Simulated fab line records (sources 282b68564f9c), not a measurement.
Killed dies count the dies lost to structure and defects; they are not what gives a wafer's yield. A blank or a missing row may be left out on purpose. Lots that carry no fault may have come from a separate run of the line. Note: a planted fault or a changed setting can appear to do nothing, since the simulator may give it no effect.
A lot that was struck, set against a sound lot | flow rit cmos | 15 steps out of a route of 202
Sound: wafers L945.2, L945.3, L945.5. The struck wafers were L952.4, L952.5, L952.6. Last of all comes the cause.
Order at every step that has rows: each side's tool, ch and its chambers, its first start. Under that, the readings that differ: sound wafers | struck wafers | difference of the means | sigmas: that difference in standard deviations of wafers without a fault.
alike: readings with means less than 2 such deviations apart, plus words and numbers identical on both sides. not compared: withheld readings, readings lacking a value on some wafer, bounds such as >300 that could conceal the same value, and numbers that have no deviation in the record and whose values overlap.
A row with sigmas, a row that says differs or no value, or rows on one side alone: a step with any of these is where the two part. Non-overlapping numbers with no deviation appear without sigmas and do not part them. Lack of a reading on every wafer of one side parts them only where that side has two or more wafers.

first, 1 step without rows for these wafers: RIT_NLDD_IMPLANT_08.
RIT_NLDD_STRIP_09: strips in O2, time 180 s.
  sound on plasma asher-04 ch 0,1, day 3 05:56; struck on plasma asher-01 ch 0,1, day 4 15:10
  alike: chamber pressure mTorr, drypump motor current A
  not compared: rf hours counter h
RIT_NLDD_TW_MEAS_10:
  sound on film metro-02 at day 3 06:07; struck on film metro-03 at day 4 15:19
  alike: NLDD_TW
then, 6 steps without rows for these wafers: RIT_PLDD_HMDS_00 (prime time 60 s); RIT_PLDD_COAT_01 (resist thk 1000 nm); RIT_PLDD_SOFTBAKE_02 (time 60 s); RIT_PLDD_EXPOSE_03 (exposes mask M8, target cd 40900 nm); RIT_PLDD_PEB_04; RIT_PLDD_DEVELOP_05 (develop time 50 s).
RIT_PLDD_OVL_MEAS_06:
  sound on overlay-02 at day 3 07:16; struck on overlay-02 at day 4 16:20
  alike: PLDD_OVL
then, 2 steps without rows for these wafers: RIT_PLDD_HARDBAKE_07 (time 60 s); RIT_PLDD_IMPLANT_08.
RIT_PLDD_STRIP_09: strips in O2, time 180 s.
  sound on plasma asher-02 ch 0,1, day 3 07:35; struck on plasma asher-02 ch 0,1, day 4 16:43
  no value came back on the struck wafers for chamber pressure mTorr (mTorr), drypump motor current A (A); on the sound wafers chamber pressure mTorr (mTorr) reads 4002 4002 4000
  reading                                   | sound | struck            | difference | sigmas
  model.NOVOLAK_of_PLDD_COAT_01.thk nm (nm) | 0 0 0 | 887.2 888.6 888.4 | +888.1     |
  not compared: rf hours counter h
RIT_PLDD_TW_MEAS_10:
  sound on film metro-02 at day 3 07:47; struck on film metro-02 at day 4 16:52
  alike: PLDD_TW
RIT_M1_PROBE_99:
  the record has rows for the struck wafers here (prober-01, day 5 08:01) and none for the sound ones

WHERE THEY PART
Last at RIT_M1_PROBE_99 as far as this record goes, first at RIT_PLDD_STRIP_09.

WHY: the cause the simulator had injected
Whole step skipped at RIT_PLDD_STRIP_09 on plasma asher-02, starting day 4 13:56. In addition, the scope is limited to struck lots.
